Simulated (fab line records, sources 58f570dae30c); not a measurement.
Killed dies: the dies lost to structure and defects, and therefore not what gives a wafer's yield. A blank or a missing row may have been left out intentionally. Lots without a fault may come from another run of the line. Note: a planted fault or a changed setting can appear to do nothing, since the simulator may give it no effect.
Which tool is to blame? :: flow berkeley-cmos170 :: Sampling: 14 lots, 42 wafers, 4 of 331 route steps

## WHAT EACH GAUGE READ, for each wafer
UCB170_FIELD_THK_MEAS_02. Usual: for FIELD_OXIDE_THK the level is 552 nm and the standard deviation is 11.
lot: L536
measured: day 5 04:23
on: film-metro-01
FIELD_OXIDE_THK (nm): 553 559 552
flag: 

lot: L537
measured: day 5 04:22
on: film-metro-04
FIELD_OXIDE_THK (nm): 558 557 553
flag: 

lot: L539
measured: day 5 16:53
on: film-metro-04
FIELD_OXIDE_THK (nm): 534 527 536
flag: 

lot: L542
measured: day 6 06:44
on: film-metro-02
FIELD_OXIDE_THK (nm): 548 555 553
flag: 

lot: L543
measured: day 6 22:40
on: film-metro-01
FIELD_OXIDE_THK (nm): 554 550 562
flag: 

lot: L545
measured: day 6 22:37
on: film-metro-04
FIELD_OXIDE_THK (nm): 549 556 556
flag: 

lot: L544
measured: day 6 22:37
on: film-metro-02
FIELD_OXIDE_THK (nm): 542 553 556
flag: 

lot: L546
measured: day 7 07:44
on: film-metro-01
FIELD_OXIDE_THK (nm): 554 561 561
flag: 

lot: L549
measured: day 8 03:41
on: film-metro-04
FIELD_OXIDE_THK (nm): 555 548 556
flag: 

lot: L550
measured: day 8 03:41
on: film-metro-02
FIELD_OXIDE_THK (nm): 550 543 534
flag: 

lot: L551
measured: day 8 12:47
on: film-metro-01
FIELD_OXIDE_THK (nm): 577 569 574
flag: 

lot: L553
measured: day 8 18:34
on: film-metro-01
FIELD_OXIDE_THK (nm): 555 546 545
flag: 

lot: L558
measured: day 9 22:10
on: film-metro-04
FIELD_OXIDE_THK (nm): 549 549 555
flag: 

lot: L559
measured: day 10 07:03
on: film-metro-02
FIELD_OXIDE_THK (nm): 560 552 545
flag: 

## TOOL THAT RAN EACH LOT (tool first, then ch and the chambers of the sampled wafers, then the start)
lot: L536
UCB170_NWELL_STRIP_15: plasma-asher-04 ch 0,1, day 2 08:28
UCB170_ACTIVE_STRIP_16: plasma-asher-01 ch 0,1, day 4 18:30
UCB170_FIELD_CLEAN_00: wet-bench-03 ch 2, day 4 21:20

lot: L537
UCB170_NWELL_STRIP_15: plasma-asher-01 ch 0,1, day 2 13:22
UCB170_ACTIVE_STRIP_16: plasma-asher-03 ch 0,1, day 4 18:38
UCB170_FIELD_CLEAN_00: wet-bench-03 ch 3, day 4 21:20

lot: L539
UCB170_NWELL_STRIP_15: plasma-asher-02 ch 0,1, day 3 00:03
UCB170_ACTIVE_STRIP_16: plasma-asher-03 ch 0,1, day 5 08:50
UCB170_FIELD_CLEAN_00: wet-bench-03 ch 1, day 5 10:33

lot: L542
UCB170_NWELL_STRIP_15: plasma-asher-01 ch 0, day 3 18:10
UCB170_ACTIVE_STRIP_16: plasma-asher-01 ch 1, day 5 21:38
UCB170_FIELD_CLEAN_00: wet-bench-03 ch 1, day 6 00:40

lot: L543
UCB170_NWELL_STRIP_15: plasma-asher-01 ch 0,1, day 4 04:32
UCB170_ACTIVE_STRIP_16: plasma-asher-02 ch 0,1, day 6 13:34
UCB170_FIELD_CLEAN_00: wet-bench-01 ch 3, day 6 15:35

lot: L545
UCB170_NWELL_STRIP_15: plasma-asher-02 ch 0,1, day 4 05:05
UCB170_ACTIVE_STRIP_16: plasma-asher-01 ch 0,1, day 6 13:01
UCB170_FIELD_CLEAN_00: wet-bench-01 ch 2, day 6 15:02

lot: L544
UCB170_NWELL_STRIP_15: plasma-asher-01 ch 0,1, day 4 05:21
UCB170_ACTIVE_STRIP_16: plasma-asher-03 ch 0,1, day 6 13:18
UCB170_FIELD_CLEAN_00: wet-bench-03 ch 3, day 6 15:34

lot: L546
UCB170_NWELL_STRIP_15: plasma-asher-04 ch 0,1, day 4 16:55
UCB170_ACTIVE_STRIP_16: plasma-asher-02 ch 0,1, day 6 21:46
UCB170_FIELD_CLEAN_00: wet-bench-01 ch 2, day 7 00:02

lot: L549
UCB170_NWELL_STRIP_15: plasma-asher-01 ch 0,1, day 5 07:55
UCB170_ACTIVE_STRIP_16: plasma-asher-03 ch 0,1, day 7 16:19
UCB170_FIELD_CLEAN_00: wet-bench-01 ch 2, day 7 20:20

lot: L550
UCB170_NWELL_STRIP_15: plasma-asher-01 ch 0,1, day 5 08:34
UCB170_ACTIVE_STRIP_16: plasma-asher-01 ch 0,1, day 7 16:07
UCB170_FIELD_CLEAN_00: wet-bench-01 ch 1, day 7 20:05

lot: L551
UCB170_NWELL_STRIP_15: plasma-asher-02 ch 1, day 5 17:36
UCB170_ACTIVE_STRIP_16: plasma-asher-03 ch 0,1, day 8 00:31
UCB170_FIELD_CLEAN_00: wet-bench-03 ch 1, day 8 04:37

lot: L553
UCB170_NWELL_STRIP_15: plasma-asher-01 ch 0,1, day 5 23:48
UCB170_ACTIVE_STRIP_16: plasma-asher-03 ch 0,1, day 8 09:19
UCB170_FIELD_CLEAN_00: wet-bench-01 ch 3, day 8 11:59

lot: L558
UCB170_NWELL_STRIP_15: plasma-asher-02 ch 0,1, day 7 00:05
UCB170_ACTIVE_STRIP_16: plasma-asher-01 ch 0,1, day 9 10:58
UCB170_FIELD_CLEAN_00: wet-bench-01 ch 3, day 9 13:59

lot: L559
UCB170_NWELL_STRIP_15: plasma-asher-04 ch 0,1, day 7 13:43
UCB170_ACTIVE_STRIP_16: plasma-asher-01 ch 0,1, day 9 21:10
UCB170_FIELD_CLEAN_00: wet-bench-01 ch 0, day 9 22:43
- UCB170_NWELL_STRIP_15: strips in O2.
- UCB170_ACTIVE_STRIP_16: strips in O2.
- UCB170_FIELD_CLEAN_00: cleans in dHF, time 7.5 s.

## AS READ BY THE TOOLS THEMSELVES (means over the sampled wafers that have a number; for cases with no such wafer, the mark the record gives instead)
UCB170_NWELL_STRIP_15. Usual: drypump-motor-current-A 5.64 A, standard deviation 0.29; oes-product-au 0.721 a.u., standard deviation 0.0047; strip-time-to-endpoint-s 17.96 s, standard deviation 0.068.
lot: L536
tool: plasma-asher-04
drypump-motor-current-A (A): 5.64
oes-product-au (a.u.): 0.716
strip-time-to-endpoint-s (s): 17.91
flag: 

lot: L537
tool: plasma-asher-01
drypump-motor-current-A (A): 5.90
oes-product-au (a.u.): 0.728
strip-time-to-endpoint-s (s): 17.98
flag: 

lot: L539
tool: plasma-asher-02
drypump-motor-current-A (A): 5.48
oes-product-au (a.u.): 0.722
strip-time-to-endpoint-s (s): 17.89
flag: 

lot: L542
tool: plasma-asher-01
drypump-motor-current-A (A): 5.88
oes-product-au (a.u.): 0.724
strip-time-to-endpoint-s (s): 18.01
flag: 

lot: L543
tool: plasma-asher-01
drypump-motor-current-A (A): 5.89
oes-product-au (a.u.): 0.722
strip-time-to-endpoint-s (s): 17.96
flag: 

lot: L545
tool: plasma-asher-02
drypump-motor-current-A (A): 5.36
oes-product-au (a.u.): 0.724
strip-time-to-endpoint-s (s): 17.82
flag: 

lot: L544
tool: plasma-asher-01
drypump-motor-current-A (A): 5.90
oes-product-au (a.u.): 0.718
strip-time-to-endpoint-s (s): 18.04
flag: 

lot: L546
tool: plasma-asher-04
drypump-motor-current-A (A): 5.45
oes-product-au (a.u.): 0.718
strip-time-to-endpoint-s (s): 17.97
flag: 

lot: L549
tool: plasma-asher-01
drypump-motor-current-A (A): 5.91
oes-product-au (a.u.): 0.719
strip-time-to-endpoint-s (s): 17.92
flag: 

lot: L550
tool: plasma-asher-01
drypump-motor-current-A (A): 5.89
oes-product-au (a.u.): 0.718
strip-time-to-endpoint-s (s): 17.87
flag: 

lot: L551
tool: plasma-asher-02
drypump-motor-current-A (A): 5.21
oes-product-au (a.u.): 0.725
strip-time-to-endpoint-s (s): 17.85
flag: 

lot: L553
tool: plasma-asher-01
drypump-motor-current-A (A): 5.89
oes-product-au (a.u.): 0.722
strip-time-to-endpoint-s (s): 18.01
flag: 

lot: L558
tool: plasma-asher-02
drypump-motor-current-A (A): 5.36
oes-product-au (a.u.): 0.722
strip-time-to-endpoint-s (s): 18.00
flag: 

lot: L559
tool: plasma-asher-04
drypump-motor-current-A (A): 5.64
oes-product-au (a.u.): 0.724
strip-time-to-endpoint-s (s): 18.00
flag: 

UCB170_ACTIVE_STRIP_16. Usual: drypump-motor-current-A 5.70 A, standard deviation 0.22; oes-product-au 0.721 a.u., standard deviation 0.0045; strip-time-to-endpoint-s 18.10 s, standard deviation 0.092.
lot: L536
tool: plasma-asher-01
drypump-motor-current-A (A): 5.89
oes-product-au (a.u.): 0.719
strip-time-to-endpoint-s (s): 18.06
flag: 

lot: L537
tool: plasma-asher-03
drypump-motor-current-A (A): 5.76
oes-product-au (a.u.): 0.722
strip-time-to-endpoint-s (s): 18.01
flag: 

lot: L539
tool: plasma-asher-03
drypump-motor-current-A (A): 5.74
oes-product-au (a.u.): 0.720
strip-time-to-endpoint-s (s): 18.03
flag: 

lot: L542
tool: plasma-asher-01
drypump-motor-current-A (A): 5.88
oes-product-au (a.u.): 0.718
strip-time-to-endpoint-s (s): 18.14
flag: 

lot: L543
tool: plasma-asher-02
drypump-motor-current-A (A): 5.34
oes-product-au (a.u.): 0.719
strip-time-to-endpoint-s (s): 18.01
flag: 

lot: L545
tool: plasma-asher-01
drypump-motor-current-A (A): 5.89
oes-product-au (a.u.): 0.720
strip-time-to-endpoint-s (s): 18.24
flag: 

lot: L544
tool: plasma-asher-03
drypump-motor-current-A (A): 5.75
oes-product-au (a.u.): 0.719
strip-time-to-endpoint-s (s): 18.08
flag: 

lot: L546
tool: plasma-asher-02
drypump-motor-current-A (A): 5.35
oes-product-au (a.u.): 0.720
strip-time-to-endpoint-s (s): 18.02
flag: 

lot: L549
tool: plasma-asher-03
drypump-motor-current-A (A): 5.75
oes-product-au (a.u.): 0.725
strip-time-to-endpoint-s (s): 18.05
flag: 

lot: L550
tool: plasma-asher-01
drypump-motor-current-A (A): 5.89
oes-product-au (a.u.): 0.720
strip-time-to-endpoint-s (s): 18.22
flag: 

lot: L551
tool: plasma-asher-03
drypump-motor-current-A (A): 5.73
oes-product-au (a.u.): 0.723
strip-time-to-endpoint-s (s): 18.19
flag: 

lot: L553
tool: plasma-asher-03
drypump-motor-current-A (A): 5.74
oes-product-au (a.u.): 0.718
strip-time-to-endpoint-s (s): 18.06
flag: 

lot: L558
tool: plasma-asher-01
drypump-motor-current-A (A): 5.91
oes-product-au (a.u.): 0.716
strip-time-to-endpoint-s (s): 17.98
flag: 

lot: L559
tool: plasma-asher-01
drypump-motor-current-A (A): 5.89
oes-product-au (a.u.): 0.724
strip-time-to-endpoint-s (s): 18.07
flag: 

## THE ANSWER, worked out from the rows above alone
Rule: a lot counts as off when the mean over its wafers that have a number is more than 3 standard deviations away from the usual mean. A lot without any number at a reading at which 4 lots or more have one is off too. The other lots that the step has rows for count as sound. After the gauges, taken in route order, come the tools' own readings; for these a lot's mean is taken, as printed above. The first step at which some lot is off is used, and at that step the reading that is off furthest; a lot without a number counts as furthest.
No lot is off on any of the readings shown, so nothing can be concluded from this.

## WHAT WAS PUT IN BY THE SIMULATOR
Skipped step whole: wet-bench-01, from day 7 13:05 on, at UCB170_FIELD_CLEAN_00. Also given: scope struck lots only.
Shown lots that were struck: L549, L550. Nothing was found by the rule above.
